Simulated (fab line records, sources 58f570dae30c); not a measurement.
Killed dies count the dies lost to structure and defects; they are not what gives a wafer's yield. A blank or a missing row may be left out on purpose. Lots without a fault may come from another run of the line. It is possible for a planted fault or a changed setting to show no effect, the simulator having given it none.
Which tool did it? :: flow berkeley-cmos170 :: 6 lots, 18 wafers sampled, at 2 steps of a route of 331

== WHAT THE GAUGES READ, wafer by wafer ==
UCB170_GATE_THK_MEAS_05.
lot: L683
measured: day 7 18:58
on: film-metro-01
GATE_POLY_THK (nm): 218.5 215.7 214.8

lot: L684
measured: day 7 18:58
on: film-metro-02
GATE_POLY_THK (nm): 215.4 215.5 214.3

lot: L686
measured: day 8 15:05
on: film-metro-01
GATE_POLY_THK (nm): 215.3 214.4 213.7

lot: L696
measured: day 10 15:01
on: film-metro-03
GATE_POLY_THK (nm): 213.7 214.7 213.5

lot: L697
measured: day 10 15:02
on: film-metro-01
GATE_POLY_THK (nm): 214.4 215.9 216.9

lot: L704
measured: day 11 12:12
on: film-metro-01
GATE_POLY_THK (nm): 217.5 217.0 217.2

== WHICH TOOL RAN EACH LOT (tool, then ch and the chambers of the sampled wafers, then the start) ==
lot: L683
UCB170_GATE_CVD_04: lpcvd-01 ch 1, day 7 17:34

lot: L684
UCB170_GATE_CVD_04: lpcvd-01 ch 0, day 7 17:34

lot: L686
UCB170_GATE_CVD_04: lpcvd-02 ch 1, day 8 13:33

lot: L696
UCB170_GATE_CVD_04: lpcvd-02 ch 1, day 10 13:37

lot: L697
UCB170_GATE_CVD_04: lpcvd-02 ch 0, day 10 13:37

lot: L704
UCB170_GATE_CVD_04: lpcvd-02 ch 0, day 11 10:43
- UCB170_GATE_CVD_04: deposits poly-Si from SiH4, time 1440 s, target thk 214 nm.

== THE ANSWER, worked out from the rows above alone ==
Rule: the usual values come from the lots themselves. Put in order of their means at a reading, lots are off if they are a third of the lots or fewer, leave a main group of 4 or more, and stand apart from it by a gap of 3 or more times the standard deviation of the main group's means; of several such gaps the widest counts. Not used: any main group whose means are identical at the precision the tables above print for the reading. Also off: a lot with no number at a reading for which 4 or more lots have one. The other lots that the step has rows for count as sound.
Nothing can be told from this: no lot is off at any reading shown.

== WHAT WAS PUT IN BY THE SIMULATOR ==
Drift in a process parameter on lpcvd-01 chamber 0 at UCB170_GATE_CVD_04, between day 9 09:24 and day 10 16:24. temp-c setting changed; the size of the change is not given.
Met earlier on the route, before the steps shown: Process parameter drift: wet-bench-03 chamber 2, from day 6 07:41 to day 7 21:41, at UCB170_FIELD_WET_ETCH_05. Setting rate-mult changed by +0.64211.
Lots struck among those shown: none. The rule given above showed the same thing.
